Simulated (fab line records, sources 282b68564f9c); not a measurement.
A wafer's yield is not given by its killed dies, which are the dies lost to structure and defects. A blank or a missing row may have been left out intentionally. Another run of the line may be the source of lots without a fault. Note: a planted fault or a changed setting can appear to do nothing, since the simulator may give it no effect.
fab line records :: flow rit_cmos
[record]
  lots = 14
  wafers = 42
  last_day = 7
route steps=202 shown PWELL@47 M1@202
lots that met no fault: from a run of the same line without faults
start_h: hours from the record's first day to the start of the lot's first wafer shown :: wait_h: how many hours have passed since the lot's step before this one :: " as in the row above :: L1.1+2: a row that stands for several wafers :: - either no value or no given start :: * or withheld: withheld :: < > ~ a bound
route shown NAME@n: names a module that has steps shown in the file, with the first one's number in the route :: usual: the fault-free wafers' mean and standard deviation :: same: alike in all rows :: chamber/n: place in a boat :: sites: per-site readings :: _std_site: the values' standard deviation :: _edge_site: mean of outer sites minus mean of inner sites :: radius_mm: for every site, how far away it sits from the centre of the wafer :: mask NAME#n: copy n :: behind: the tool/chamber that last shaped the wafer :: hold: what put the lot on hold/how long, in hours/how the hold closed :: device: names the non-switching transistor (n, p or np) :: end of line: tests of these same wafers at the route's end :: step lacking rows: just its recipe :: killed: dies that structure and defects cost at the first sort, which is not the same as the wafer's yield :: map: a wafer's dies, marking killed ones x, the rest . and places with no die _
set.NAME: the run value of the setting; set.NAME@STEP: its run value at that earlier step :: model.NAME: the simulator's own value behind a step, which no gauge read
a sample of lots followed through the steps of the route, with each step as a table and each wafer as a row
services: a tool's chamber out of use, with start hour (start_h, from the record's first day; less than 0 if before it), hours out, and reason
[[steps]]
[step RIT_PWELL_IMPLANT_08]
[recipe]
  species = B
  energy_kev = 170
  dose_cm2 = 7e+13
  tilt_deg = 7
[usual]
  beam_energy_keV = 170.00/0.048
  dose_ions_cm2 = 7e+13/7.7e+10
  faraday_current_uA = 222/4.2
lot.wafer: L701.1
tool: implanter-03
chamber: 0
start_h: 23.90
wait_h: 0.2
beam_energy_keV: 169.99
dose_ions_cm2: 7.007e+13
faraday_current_uA: 221

lot.wafer: L701.4
tool: implanter-03
chamber: 0
start_h: 23.90
wait_h: 0.2
beam_energy_keV: 170.00
dose_ions_cm2: 7.004e+13
faraday_current_uA: 220

lot.wafer: L701.6
tool: implanter-03
chamber: 0
start_h: 23.90
wait_h: 0.2
beam_energy_keV: 170.01
dose_ions_cm2: 7.009e+13
faraday_current_uA: 219

lot.wafer: L703.2
tool: implanter-03
chamber: 0
start_h: 32.53
wait_h: 0.2
beam_energy_keV: 169.96
dose_ions_cm2: 7.005e+13
faraday_current_uA: 214

lot.wafer: L703.4
tool: implanter-03
chamber: 0
start_h: 32.53
wait_h: 0.2
beam_energy_keV: 169.99
dose_ions_cm2: 6.985e+13
faraday_current_uA: 220

lot.wafer: L703.6
tool: implanter-03
chamber: 0
start_h: 32.53
wait_h: 0.2
beam_energy_keV: 169.99
dose_ions_cm2: 7e+13
faraday_current_uA: 223

lot.wafer: L704.3
tool: implanter-03
chamber: 0
start_h: 41.15
wait_h: 0.2
beam_energy_keV: 169.92
dose_ions_cm2: 7.002e+13
faraday_current_uA: 220

lot.wafer: L704.4
tool: implanter-03
chamber: 0
start_h: 41.15
wait_h: 0.2
beam_energy_keV: 169.94
dose_ions_cm2: 6.984e+13
faraday_current_uA: 219

lot.wafer: L704.5
tool: implanter-03
chamber: 0
start_h: 41.15
wait_h: 0.2
beam_energy_keV: 170.01
dose_ions_cm2: 7.004e+13
faraday_current_uA: 227

lot.wafer: L705.2
tool: implanter-02
chamber: 0
start_h: 43.87
wait_h: 0.2
beam_energy_keV: 170.00
dose_ions_cm2: 6.992e+13
faraday_current_uA: 220

lot.wafer: L705.4
tool: implanter-02
chamber: 0
start_h: 43.87
wait_h: 0.2
beam_energy_keV: 169.96
dose_ions_cm2: 7.002e+13
faraday_current_uA: 219

lot.wafer: L705.6
tool: implanter-02
chamber: 0
start_h: 43.87
wait_h: 0.2
beam_energy_keV: 170.01
dose_ions_cm2: 7.002e+13
faraday_current_uA: 219

lot.wafer: L706.1
tool: implanter-03
chamber: 0
start_h: 52.33
wait_h: 0.2
beam_energy_keV: 170.05
dose_ions_cm2: 7.002e+13
faraday_current_uA: 226

lot.wafer: L706.2
tool: implanter-03
chamber: 0
start_h: 52.33
wait_h: 0.2
beam_energy_keV: 170.02
dose_ions_cm2: 7.009e+13
faraday_current_uA: 224

lot.wafer: L706.5
tool: implanter-03
chamber: 0
start_h: 52.33
wait_h: 0.2
beam_energy_keV: 170.01
dose_ions_cm2: 6.996e+13
faraday_current_uA: 223

lot.wafer: L708.3
tool: implanter-02
chamber: 0
start_h: 59.32
wait_h: 0.2
beam_energy_keV: 170.00
dose_ions_cm2: 6.992e+13
faraday_current_uA: 225

lot.wafer: L708.4
tool: implanter-02
chamber: 0
start_h: 59.32
wait_h: 0.2
beam_energy_keV: 170.02
dose_ions_cm2: 6.996e+13
faraday_current_uA: 223

lot.wafer: L708.6
tool: implanter-02
chamber: 0
start_h: 59.32
wait_h: 0.2
beam_energy_keV: 169.99
dose_ions_cm2: 6.99e+13
faraday_current_uA: 216

lot.wafer: L710.3
tool: implanter-03
chamber: 0
start_h: 69.94
wait_h: 0.2
beam_energy_keV: 169.96
dose_ions_cm2: 7.005e+13
faraday_current_uA: 221

lot.wafer: L710.4
tool: implanter-03
chamber: 0
start_h: 69.94
wait_h: 0.2
beam_energy_keV: 170.04
dose_ions_cm2: 7.003e+13
faraday_current_uA: 222

lot.wafer: L710.6
tool: implanter-03
chamber: 0
start_h: 69.94
wait_h: 0.2
beam_energy_keV: 170.03
dose_ions_cm2: 6.989e+13
faraday_current_uA: 221

lot.wafer: L711.1
tool: implanter-03
chamber: 0
start_h: 74.73
wait_h: 0.2
beam_energy_keV: 169.92
dose_ions_cm2: 7.019e+13
faraday_current_uA: 221

lot.wafer: L711.2
tool: implanter-03
chamber: 0
start_h: 74.73
wait_h: 0.2
beam_energy_keV: 169.99
dose_ions_cm2: 7.013e+13
faraday_current_uA: 212

lot.wafer: L711.6
tool: implanter-03
chamber: 0
start_h: 74.73
wait_h: 0.2
beam_energy_keV: 169.98
dose_ions_cm2: 7.007e+13
faraday_current_uA: 219

lot.wafer: L712.1
tool: implanter-03
chamber: 0
start_h: 79.93
wait_h: 0.2
beam_energy_keV: 170.05
dose_ions_cm2: 9.09e+13
faraday_current_uA: 292

lot.wafer: L712.3
tool: implanter-03
chamber: 0
start_h: 79.93
wait_h: 0.2
beam_energy_keV: 170.04
dose_ions_cm2: 9.119e+13
faraday_current_uA: 285

lot.wafer: L712.5
tool: implanter-03
chamber: 0
start_h: 79.93
wait_h: 0.2
beam_energy_keV: 170.05
dose_ions_cm2: 9.103e+13
faraday_current_uA: 283

lot.wafer: L713.1
tool: implanter-03
chamber: 0
start_h: 84.38
wait_h: 0.2
beam_energy_keV: 170.01
dose_ions_cm2: 9.088e+13
faraday_current_uA: 298

lot.wafer: L713.2
tool: implanter-03
chamber: 0
start_h: 84.38
wait_h: 0.2
beam_energy_keV: 170.05
dose_ions_cm2: 9.085e+13
faraday_current_uA: 287

lot.wafer: L713.4
tool: implanter-03
chamber: 0
start_h: 84.38
wait_h: 0.2
beam_energy_keV: 170.00
dose_ions_cm2: 9.085e+13
faraday_current_uA: 289

lot.wafer: L715.3
tool: implanter-01
chamber: 0
start_h: 94.31
wait_h: 0.2
beam_energy_keV: 170.04
dose_ions_cm2: 6.994e+13
faraday_current_uA: 219

lot.wafer: L715.5
tool: implanter-01
chamber: 0
start_h: 94.31
wait_h: 0.2
beam_energy_keV: 169.96
dose_ions_cm2: 7.004e+13
faraday_current_uA: 219

lot.wafer: L715.6
tool: implanter-01
chamber: 0
start_h: 94.31
wait_h: 0.2
beam_energy_keV: 169.97
dose_ions_cm2: 7.001e+13
faraday_current_uA: 216

lot.wafer: L719.2
tool: implanter-02
chamber: 0
start_h: 114.34
wait_h: 0.2
beam_energy_keV: 169.93
dose_ions_cm2: 6.994e+13
faraday_current_uA: 224

lot.wafer: L719.4
tool: implanter-02
chamber: 0
start_h: 114.34
wait_h: 0.2
beam_energy_keV: 170.00
dose_ions_cm2: 6.995e+13
faraday_current_uA: 224

lot.wafer: L719.6
tool: implanter-02
chamber: 0
start_h: 114.34
wait_h: 0.2
beam_energy_keV: 169.99
dose_ions_cm2: 6.996e+13
faraday_current_uA: 232

lot.wafer: L720.1
tool: implanter-02
chamber: 0
start_h: 119.34
wait_h: 0.2
beam_energy_keV: 170.03
dose_ions_cm2: 7.001e+13
faraday_current_uA: 226

lot.wafer: L720.4
tool: implanter-02
chamber: 0
start_h: 119.34
wait_h: 0.2
beam_energy_keV: 170.01
dose_ions_cm2: 7.008e+13
faraday_current_uA: 217

lot.wafer: L720.6
tool: implanter-02
chamber: 0
start_h: 119.34
wait_h: 0.2
beam_energy_keV: 169.99
dose_ions_cm2: 7.009e+13
faraday_current_uA: 222

lot.wafer: L721.1
tool: implanter-02
chamber: 0
start_h: 125.10
wait_h: 0.2
beam_energy_keV: 170.00
dose_ions_cm2: 7.005e+13
faraday_current_uA: 218

lot.wafer: L721.5
tool: implanter-02
chamber: 0
start_h: 125.10
wait_h: 0.2
beam_energy_keV: 170.03
dose_ions_cm2: 7e+13
faraday_current_uA: 223

lot.wafer: L721.6
tool: implanter-02
chamber: 0
start_h: 125.10
wait_h: 0.2
beam_energy_keV: 170.01
dose_ions_cm2: 7.002e+13
faraday_current_uA: 216
[step RIT_PWELL_TW_MEAS_10]
[usual]
  PWELL_TW = 946/9.8
lot.wafer: L701.1
tool: film_metro-01
chamber: -
start_h: 24.22
wait_h: 0.1
PWELL_TW: 931

lot.wafer: L701.4
tool: film_metro-01
chamber: -
start_h: 24.22
wait_h: 0.1
PWELL_TW: 926

lot.wafer: L701.6
tool: film_metro-01
chamber: -
start_h: 24.22
wait_h: 0.1
PWELL_TW: 926

lot.wafer: L703.2
tool: film_metro-02
chamber: -
start_h: 32.84
wait_h: 0.1
PWELL_TW: 951

lot.wafer: L703.4
tool: film_metro-02
chamber: -
start_h: 32.84
wait_h: 0.1
PWELL_TW: 947

lot.wafer: L703.6
tool: film_metro-02
chamber: -
start_h: 32.84
wait_h: 0.1
PWELL_TW: 952

lot.wafer: L704.3
tool: film_metro-04
chamber: -
start_h: 41.44
wait_h: 0.1
PWELL_TW: 955

lot.wafer: L704.4
tool: film_metro-04
chamber: -
start_h: 41.44
wait_h: 0.1
PWELL_TW: 955

lot.wafer: L704.5
tool: film_metro-04
chamber: -
start_h: 41.44
wait_h: 0.1
PWELL_TW: 955

lot.wafer: L705.2
tool: film_metro-02
chamber: -
start_h: 44.18
wait_h: 0.1
PWELL_TW: 952

lot.wafer: L705.4
tool: film_metro-02
chamber: -
start_h: 44.18
wait_h: 0.1
PWELL_TW: 954

lot.wafer: L705.6
tool: film_metro-02
chamber: -
start_h: 44.18
wait_h: 0.1
PWELL_TW: 950

lot.wafer: L706.1
tool: film_metro-04
chamber: -
start_h: 52.65
wait_h: 0.1
PWELL_TW: 959

lot.wafer: L706.2
tool: film_metro-04
chamber: -
start_h: 52.65
wait_h: 0.1
PWELL_TW: 955

lot.wafer: L706.5
tool: film_metro-04
chamber: -
start_h: 52.65
wait_h: 0.1
PWELL_TW: 956

lot.wafer: L708.3
tool: film_metro-02
chamber: -
start_h: 59.61
wait_h: 0.1
PWELL_TW: 954

lot.wafer: L708.4
tool: film_metro-02
chamber: -
start_h: 59.61
wait_h: 0.1
PWELL_TW: 949

lot.wafer: L708.6
tool: film_metro-02
chamber: -
start_h: 59.61
wait_h: 0.1
PWELL_TW: 950

lot.wafer: L710.3
tool: film_metro-04
chamber: -
start_h: 70.23
wait_h: 0.1
PWELL_TW: 963

lot.wafer: L710.4
tool: film_metro-04
chamber: -
start_h: 70.23
wait_h: 0.1
PWELL_TW: 967

lot.wafer: L710.6
tool: film_metro-04
chamber: -
start_h: 70.23
wait_h: 0.1
PWELL_TW: 964

lot.wafer: L711.1
tool: film_metro-04
chamber: -
start_h: 75.06
wait_h: 0.1
PWELL_TW: 961

lot.wafer: L711.2
tool: film_metro-04
chamber: -
start_h: 75.06
wait_h: 0.1
PWELL_TW: 955

lot.wafer: L711.6
tool: film_metro-04
chamber: -
start_h: 75.06
wait_h: 0.1
PWELL_TW: 958

lot.wafer: L712.1
tool: film_metro-04
chamber: -
start_h: 80.26
wait_h: 0.1
PWELL_TW: 1040

lot.wafer: L712.3
tool: film_metro-04
chamber: -
start_h: 80.26
wait_h: 0.1
PWELL_TW: 1035

lot.wafer: L712.5
tool: film_metro-04
chamber: -
start_h: 80.26
wait_h: 0.1
PWELL_TW: 1039

lot.wafer: L713.1
tool: film_metro-02
chamber: -
start_h: 84.70
wait_h: 0.1
PWELL_TW: 1025

lot.wafer: L713.2
tool: film_metro-02
chamber: -
start_h: 84.70
wait_h: 0.1
PWELL_TW: 1026

lot.wafer: L713.4
tool: film_metro-02
chamber: -
start_h: 84.70
wait_h: 0.1
PWELL_TW: 1026

lot.wafer: L715.3
tool: film_metro-02
chamber: -
start_h: 94.61
wait_h: 0.1
PWELL_TW: 942

lot.wafer: L715.5
tool: film_metro-02
chamber: -
start_h: 94.61
wait_h: 0.1
PWELL_TW: 945

lot.wafer: L715.6
tool: film_metro-02
chamber: -
start_h: 94.61
wait_h: 0.1
PWELL_TW: 943

lot.wafer: L719.2
tool: film_metro-02
chamber: -
start_h: 114.65
wait_h: 0.1
PWELL_TW: 954

lot.wafer: L719.4
tool: film_metro-02
chamber: -
start_h: 114.65
wait_h: 0.1
PWELL_TW: 948

lot.wafer: L719.6
tool: film_metro-02
chamber: -
start_h: 114.65
wait_h: 0.1
PWELL_TW: 954

lot.wafer: L720.1
tool: film_metro-02
chamber: -
start_h: 119.66
wait_h: 0.1
PWELL_TW: 946

lot.wafer: L720.4
tool: film_metro-02
chamber: -
start_h: 119.66
wait_h: 0.1
PWELL_TW: 947

lot.wafer: L720.6
tool: film_metro-02
chamber: -
start_h: 119.66
wait_h: 0.1
PWELL_TW: 945

lot.wafer: L721.1
tool: film_metro-01
chamber: -
start_h: 125.43
wait_h: 0.1
PWELL_TW: 934

lot.wafer: L721.5
tool: film_metro-01
chamber: -
start_h: 125.43
wait_h: 0.1
PWELL_TW: 931

lot.wafer: L721.6
tool: film_metro-01
chamber: -
start_h: 125.43
wait_h: 0.1
PWELL_TW: 931
[step RIT_WELLDRIVE_RS_MEAS_02]
[recipe]
  thk_meas_gauge = four-point-probe
[usual]
  PWELL_RS = 429.1/1.3
lot.wafer: L701.1
tool: film_metro-01
chamber: -
start_h: 30.49
wait_h: 0.1
PWELL_RS[ohm/sq]: 428.4

lot.wafer: L701.4
tool: film_metro-01
chamber: -
start_h: 30.49
wait_h: 0.1
PWELL_RS[ohm/sq]: 428.2

lot.wafer: L701.6
tool: film_metro-01
chamber: -
start_h: 30.49
wait_h: 0.1
PWELL_RS[ohm/sq]: 428.1

lot.wafer: L703.2
tool: film_metro-02
chamber: -
start_h: 38.15
wait_h: 0.1
PWELL_RS[ohm/sq]: 428.3

lot.wafer: L703.4
tool: film_metro-02
chamber: -
start_h: 38.15
wait_h: 0.1
PWELL_RS[ohm/sq]: 428.1

lot.wafer: L703.6
tool: film_metro-02
chamber: -
start_h: 38.15
wait_h: 0.1
PWELL_RS[ohm/sq]: 428.8

lot.wafer: L704.3
tool: film_metro-02
chamber: -
start_h: 46.72
wait_h: 0.1
PWELL_RS[ohm/sq]: 426.7

lot.wafer: L704.4
tool: film_metro-02
chamber: -
start_h: 46.72
wait_h: 0.1
PWELL_RS[ohm/sq]: 427.7

lot.wafer: L704.5
tool: film_metro-02
chamber: -
start_h: 46.72
wait_h: 0.1
PWELL_RS[ohm/sq]: 427.3

lot.wafer: L705.2
tool: film_metro-04
chamber: -
start_h: 49.67
wait_h: 0.1
PWELL_RS[ohm/sq]: 428.0

lot.wafer: L705.4
tool: film_metro-04
chamber: -
start_h: 49.67
wait_h: 0.1
PWELL_RS[ohm/sq]: 427.8

lot.wafer: L705.6
tool: film_metro-04
chamber: -
start_h: 49.67
wait_h: 0.1
PWELL_RS[ohm/sq]: 429.2

lot.wafer: L706.1
tool: film_metro-02
chamber: -
start_h: 57.92
wait_h: 0.1
PWELL_RS[ohm/sq]: 428.2

lot.wafer: L706.2
tool: film_metro-02
chamber: -
start_h: 57.92
wait_h: 0.1
PWELL_RS[ohm/sq]: 428.4

lot.wafer: L706.5
tool: film_metro-02
chamber: -
start_h: 57.92
wait_h: 0.1
PWELL_RS[ohm/sq]: 429.3

lot.wafer: L708.3
tool: film_metro-01
chamber: -
start_h: 64.96
wait_h: 0.1
PWELL_RS[ohm/sq]: 428.7

lot.wafer: L708.4
tool: film_metro-01
chamber: -
start_h: 64.96
wait_h: 0.1
PWELL_RS[ohm/sq]: 429.5

lot.wafer: L708.6
tool: film_metro-01
chamber: -
start_h: 64.96
wait_h: 0.1
PWELL_RS[ohm/sq]: 428.3

lot.wafer: L710.3
tool: film_metro-01
chamber: -
start_h: 76.09
wait_h: 0.1
PWELL_RS[ohm/sq]: 426.4

lot.wafer: L710.4
tool: film_metro-01
chamber: -
start_h: 76.09
wait_h: 0.1
PWELL_RS[ohm/sq]: 426.9

lot.wafer: L710.6
tool: film_metro-01
chamber: -
start_h: 76.09
wait_h: 0.1
PWELL_RS[ohm/sq]: 427.6

lot.wafer: L711.1
tool: film_metro-02
chamber: -
start_h: 81.36
wait_h: 0.1
PWELL_RS[ohm/sq]: 427.3

lot.wafer: L711.2
tool: film_metro-02
chamber: -
start_h: 81.36
wait_h: 0.1
PWELL_RS[ohm/sq]: 427.7

lot.wafer: L711.6
tool: film_metro-02
chamber: -
start_h: 81.36
wait_h: 0.1
PWELL_RS[ohm/sq]: 427.4

lot.wafer: L712.1
tool: film_metro-04
chamber: -
start_h: 86.44
wait_h: 0.1
PWELL_RS[ohm/sq]: 365.2

lot.wafer: L712.3
tool: film_metro-04
chamber: -
start_h: 86.44
wait_h: 0.1
PWELL_RS[ohm/sq]: 365.7

lot.wafer: L712.5
tool: film_metro-04
chamber: -
start_h: 86.44
wait_h: 0.1
PWELL_RS[ohm/sq]: 365.2

lot.wafer: L713.1
tool: film_metro-01
chamber: -
start_h: 89.96
wait_h: 0.1
PWELL_RS[ohm/sq]: 364.6

lot.wafer: L713.2
tool: film_metro-01
chamber: -
start_h: 89.96
wait_h: 0.1
PWELL_RS[ohm/sq]: 364.7

lot.wafer: L713.4
tool: film_metro-01
chamber: -
start_h: 89.96
wait_h: 0.1
PWELL_RS[ohm/sq]: 365.8

lot.wafer: L715.3
tool: film_metro-04
chamber: -
start_h: 100.60
wait_h: 0.1
PWELL_RS[ohm/sq]: 429.2

lot.wafer: L715.5
tool: film_metro-04
chamber: -
start_h: 100.60
wait_h: 0.1
PWELL_RS[ohm/sq]: 428.8

lot.wafer: L715.6
tool: film_metro-04
chamber: -
start_h: 100.60
wait_h: 0.1
PWELL_RS[ohm/sq]: 428.8

lot.wafer: L719.2
tool: film_metro-01
chamber: -
start_h: 119.92
wait_h: 0.1
PWELL_RS[ohm/sq]: 429.4

lot.wafer: L719.4
tool: film_metro-01
chamber: -
start_h: 119.92
wait_h: 0.1
PWELL_RS[ohm/sq]: 429.3

lot.wafer: L719.6
tool: film_metro-01
chamber: -
start_h: 119.92
wait_h: 0.1
PWELL_RS[ohm/sq]: 429.0

lot.wafer: L720.1
tool: film_metro-04
chamber: -
start_h: 125.24
wait_h: 0.1
PWELL_RS[ohm/sq]: 430.1

lot.wafer: L720.4
tool: film_metro-04
chamber: -
start_h: 125.24
wait_h: 0.1
PWELL_RS[ohm/sq]: 430.3

lot.wafer: L720.6
tool: film_metro-04
chamber: -
start_h: 125.24
wait_h: 0.1
PWELL_RS[ohm/sq]: 430.1

lot.wafer: L721.1
tool: film_metro-02
chamber: -
start_h: 130.69
wait_h: 0.1
PWELL_RS[ohm/sq]: 428.3

lot.wafer: L721.5
tool: film_metro-02
chamber: -
start_h: 130.69
wait_h: 0.1
PWELL_RS[ohm/sq]: 427.3

lot.wafer: L721.6
tool: film_metro-02
chamber: -
start_h: 130.69
wait_h: 0.1
PWELL_RS[ohm/sq]: 428.5
[step RIT_M1_PROBE_99]
[usual]
  killed_at_contacts = 0.0/0.2
  killed_at_front_end = 6.6/2.9
  killed_dies = 6.6/3
  killed_on_rim = 1.7/1.4
  killed_open = 3.4/2
  killed_short = 3.2/2
[same]
  gross_dies = 264
  killed_at_M0_to_M3 = 0
  killed_at_M4_up = 0
  killed_at_back_side = 0
  killed_at_other = 0
lot.wafer: L708.4
tool: prober-01
chamber: -
start_h: 94.19
wait_h: 0.2
killed_at_contacts: 0
killed_at_front_end: 4
killed_dies: 4
killed_on_rim: 0
killed_open: 2
killed_short: 2

lot.wafer: L710.3
tool: prober-01
chamber: -
start_h: 107.05
wait_h: 0.2
killed_at_contacts: 0
killed_at_front_end: 10
killed_dies: 10
killed_on_rim: 3
killed_open: 6
killed_short: 4

lot.wafer: L712.1
tool: prober-01
chamber: -
start_h: 117.65
wait_h: 0.1
killed_at_contacts: 0
killed_at_front_end: 7
killed_dies: 7
killed_on_rim: 2
killed_open: 5
killed_short: 2

lot.wafer: L712.3
tool: prober-01
chamber: -
start_h: 117.75
wait_h: 0.2
killed_at_contacts: 0
killed_at_front_end: 6
killed_dies: 6
killed_on_rim: 4
killed_open: 2
killed_short: 4

lot.wafer: L712.5
tool: prober-01
chamber: -
start_h: 117.85
wait_h: 0.2
killed_at_contacts: 0
killed_at_front_end: 8
killed_dies: 8
killed_on_rim: 2
killed_open: 2
killed_short: 6

lot.wafer: L713.1
tool: prober-02
chamber: -
start_h: 123.83
wait_h: 0.1
killed_at_contacts: 0
killed_at_front_end: 11
killed_dies: 11
killed_on_rim: 2
killed_open: 6
killed_short: 5

lot.wafer: L713.2
tool: prober-02
chamber: -
start_h: 123.88
wait_h: 0.1
killed_at_contacts: 0
killed_at_front_end: 5
killed_dies: 5
killed_on_rim: 1
killed_open: 1
killed_short: 4

lot.wafer: L713.4
tool: prober-02
chamber: -
start_h: 123.98
wait_h: 0.2
killed_at_contacts: 0
killed_at_front_end: 11
killed_dies: 11
killed_on_rim: 3
killed_open: 8
killed_short: 3
// killed by level:class
L708.4 SILICIDE:geometric_particle:open=2 GATE:geometric_particle:short=1 SILICIDE:geometric_particle:short=1
L710.3 GATE:geometric_particle:open=4 GATE:geometric_particle:short=3 REOX:geometric_particle:open=1 SPACER:geometric_particle:open=1 SILICIDE:geometric_particle:short=1
L712.1 GATE:geometric_particle:open=2 FOX1:geometric_particle:open=1 GATE:geometric_particle:short=1 REOX:geometric_particle:open=1 SILICIDE:geometric_particle:open=1 SILICIDE:geometric_particle:short=1
L712.3 FOX1:geometric_particle:open=2 SILICIDE:geometric_particle:short=2 GATE:geometric_particle:short=1 REOX:geometric_particle:short=1
L712.5 FOX1:geometric_particle:short=3 GATE:geometric_particle:short=3 GATE:geometric_particle:open=2
L713.1 GATE:geometric_particle:open=3 REOX:geometric_particle:short=3 SILICIDE:geometric_particle:open=3 GATE:geometric_particle:short=1 SILICIDE:geometric_particle:short=1
L713.2 SILICIDE:geometric_particle:short=3 GATE:geometric_particle:short=1 SPACER:geometric_particle:open=1
L713.4 GATE:geometric_particle:open=5 FOX1:geometric_particle:open=2 FOX1:geometric_particle:short=2 SILICIDE:geometric_particle:open=1 SILICIDE:geometric_particle:short=1
[[services]]
tool: implanter-02
chamber: -
start_h: 2.46
hours: 3.5
kind: repair

tool: implanter-02
chamber: -
start_h: 7.95
hours: 3.0
kind: pm

tool: implanter-01
chamber: -
start_h: 42.13
hours: 3.2
kind: pm

tool: implanter-01
chamber: -
start_h: 72.81
hours: 2.4
kind: repair

tool: implanter-02
chamber: -
start_h: 91.68
hours: 6.2
kind: repair

tool: implanter-01
chamber: -
start_h: 109.16
hours: 29.6
kind: pm
[[key]]
[first_sign]
  step = RIT_PWELL_IMPLANT_08
  reading = dose_ions_cm2
  direction = up
  sigmas = 99+
  usual = 7e+13
  struck = 9.095e+13
[effect]
  step = RIT_PWELL_IMPLANT_08
  reading = faraday_current_uA
  direction = up
  sigmas = 16
  usual = 222
  struck = 289
[effect]
  step = RIT_PWELL_TW_MEAS_10
  reading = PWELL_TW
  direction = up
  sigmas = 8.7
  usual = 946
  struck = 1032
[effect]
  step = RIT_WELLDRIVE_RS_MEAS_02
  reading = PWELL_RS
  direction = down
  sigmas = 51
  usual = 429.1
  struck = 365.2
met_at RIT_PWELL_IMPLANT_08
struck_lots L712,L713
tester_left_out L712,L713
onset_between 74.73 79.93
[fault]
  kind = process_parameter_drift
  tool = implanter-03
  chamber = -
  onset_h = 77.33
  steps = RIT_PWELL_IMPLANT_08
  channel = dose_cm2
  offset = 2.1e+13
  shape = step
  end_h = 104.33
  acts_in = these_recipes_only
  stated = 7e+13
// tester_left_out: of these lots the tester's yield and bins aren't shown, on N5 and GAA mostly nor the transistor test; their killed dies are dies lost to structure and defects alone, not to doping, threshold or leakage, so they don't give the yield
